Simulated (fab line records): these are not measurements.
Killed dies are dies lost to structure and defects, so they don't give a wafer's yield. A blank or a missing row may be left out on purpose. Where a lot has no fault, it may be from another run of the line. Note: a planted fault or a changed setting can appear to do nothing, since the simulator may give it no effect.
Struck lot and sound lot, side by side :: flow rit-cmos :: 30 out of 202 route steps
Sound: the wafers L557.1, L557.3, L557.6. Wafers L556.1, L556.4, L556.6 were the ones struck. The cause comes at the end.
At each step with rows: each side's tool, then ch and its chambers, then its first start. Under that, the readings that differ: sound wafers :: struck wafers :: difference of the means :: sigmas: that difference in standard deviations of wafers without a fault.
alike: readings whose means differ by less than 2 such deviations, and words and numbers that are the same on both sides. not compared: withheld readings, readings that some wafer has no value for, bounds like >300 that may hide the same value, and numbers for which the record gives no deviation and whose values overlap.
Wherever a step has rows on one side only, a row that says differs or no value, or a row with sigmas, the two part there. Non-overlapping numbers with no deviation appear without sigmas and do not part them. A reading that every wafer of one side lacks parts them only if that side has two wafers or more.

first, 6 steps without rows for these wafers: RIT_SDANNEAL_RTA_03 (time 5 s); RIT_SILICIDE_WET_ETCH_00 (etches SiO2 in BOE, target depth 14 nm, time 15 s); RIT_SILICIDE_SPUTTER_01 (material Ti, target thk 30 nm, time 240 s); RIT_SILICIDE_RTA_04 (time 10 s, ramp up 5 s, ramp down 5 s); RIT_SILICIDE_WET_ETCH_05 (etches Ti in SPM, time 120 s); RIT_SILICIDE_RTA_06 (time 10 s, ramp up 5 s, ramp down 10 s).
RIT_CONTACT_CVD_00: deposits SiO2 from TEOS, target thk 400 nm, time 61 s.
  sound on pecvd-04 ch 0,1, day 7 17:19; struck on pecvd-01 ch 0,1, day 7 12:08
reading: model.SiO2_of_CONTACT_CVD_00.thk-nm (nm)
sound: 405.8 404.5 412.8
struck: 203 199.6 210.4
difference: -203
sigmas: 
  alike: heater-power-w
RIT_CONTACT_THK_MEAS_01:
  sound: film-metro-01 at day 7 17:22; struck: film-metro-04 at day 7 12:11
reading: CONTACT_TEOS_THK (nm)
sound: 405 405 413
struck: 203 200 210
difference: -203
sigmas: -38
then, 7 steps without rows for these wafers: RIT_CONTACT_HMDS_02 (prime time 60 s); RIT_CONTACT_COAT_03 (resist thk 1000 nm); RIT_CONTACT_SOFTBAKE_04 (time 60 s); RIT_CONTACT_EXPOSE_05 (exposes mask M11, target cd 1000 nm); RIT_CONTACT_PEB_06; RIT_CONTACT_DEVELOP_07 (develop time 120 s); RIT_CONTACT_HARDBAKE_10 (time 60 s).
RIT_CONTACT_ETCH_11: etches SiO2 in CHF3/CF4/Ar, stops on TiSi2, target depth 480 nm, time 320 s.
  sound on rie-diel-02 ch 2,3, day 7 18:52; struck on rie-diel-04 ch 0,1,3, day 7 13:32
reading: model.CONTACT.feature-depth-nm (nm)
sound: 405.8 404.5 412.8
struck: 203 199.6 210.4
difference: -203
sigmas: 

reading: model.etch.depth-nm (nm)
sound: 405.8 404.5 412.8
struck: 203 199.6 210.4
difference: -203
sigmas: 
  alike: cf4-flow-sccm, drypump-motor-current-A, oes-product-au, throttle-valve-pct
  not compared: rf-hours-counter-h
then, 11 steps without rows for these wafers: RIT_CONTACT_STRIP_12 (strips in O2, time 180 s); RIT_CONTACT_CLEAN_13 (cleans in SC1, time 600 s); RIT_CONTACT_CLEAN_14 (cleans in SC2, time 600 s); RIT_M1_SPUTTER_00 (material Al, target thk 400 nm, time 500 s); RIT_M1_HMDS_03 (prime time 60 s); RIT_M1_COAT_04 (resist thk 1300 nm); RIT_M1_SOFTBAKE_05 (time 60 s); RIT_M1_EXPOSE_06 (exposes mask M12, target cd 2600 nm); RIT_M1_PEB_07; RIT_M1_DEVELOP_08 (develop time 68 s); RIT_M1_HARDBAKE_11 (time 120 s).
RIT_M1_METAL_ETCH_12: etches Al in Cl2/BCl3, stops on SiO2, time 165 s, target depth 600 nm.
  sound on rie-metal-03 ch 0,1, day 7 21:38; struck on rie-metal-01 ch 0, day 7 16:15
reading: model.SiO2_of_CONTACT_CVD_00.thk-nm (nm)
sound: 369.4 368.7 377
struck: 167.1 163.5 174.7
difference: -203.3
sigmas: 
  alike: drypump-motor-current-A, oes-product-au, throttle-valve-pct
  not compared: rf-hours-counter-h
then, 1 step without rows for these wafers: RIT_M1_STRIP_13 (strips in nmp, time 600 s).
RIT_M1_PROBE_99:
  sound: prober-01 at day 8 00:26; struck: prober-02 at day 7 18:30
reading: model.etest.field-p-metal.vt-v (V)
sound: -29.34 -30.05 -29.98
struck: -18.67 -18.85 -19.31
difference: +10.85
sigmas: 

reading: model.etest.nmos_0p15.junction-log10-a-um
sound: -13.29 -13.47 -13.37
struck: -11.18 -11.11 -11.28
difference: +2.19
sigmas: 

reading: model.etest.nmos-narrow.off-log10-a-um
sound: -13.2 -13.17 -13.18
struck: -11.17 -11.11 -11.28
difference: +2.00
sigmas: 

reading: model.etest.nmos_0p3.off-log10-a-um
sound: -13.01 -13.13 -13.12
struck: -11.17 -11.11 -11.28
difference: +1.90
sigmas: 

reading: model.etest.gate-end-array.leak-log10-a-um
sound: -12.87 -12.86 -12.85
struck: -10.98 -10.89 -11.09
difference: +1.87
sigmas: 

reading: model.etest.pmos_0p15.junction-log10-a-um
sound: -13.84 -13.68 -13.71
struck: -12.17 -12.11 -12.27
difference: +1.56
sigmas: 

reading: model.etest.contact-diode-array.leak-log10-a (angstrom)
sound: -9.283 -9.463 -9.308
struck: -8.018 -7.786 -7.958
difference: +1.431
sigmas: 

reading: model.etest.pmos_0p3.off-log10-a-um
sound: -13.01 -13.06 -13.05
struck: -12.12 -12.06 -12.22
difference: +0.91
sigmas: 
  alike: killed-at-contacts, killed-at-front-end, killed-dies, killed-open, killed-short

## WHERE THEY PART
Only at RIT_CONTACT_THK_MEAS_01, as far as this record shows. Later steps at which nothing parts them and some readings are alike: RIT_CONTACT_ETCH_11, RIT_M1_METAL_ETCH_12, RIT_M1_PROBE_99.

WHY: what the simulator had put in
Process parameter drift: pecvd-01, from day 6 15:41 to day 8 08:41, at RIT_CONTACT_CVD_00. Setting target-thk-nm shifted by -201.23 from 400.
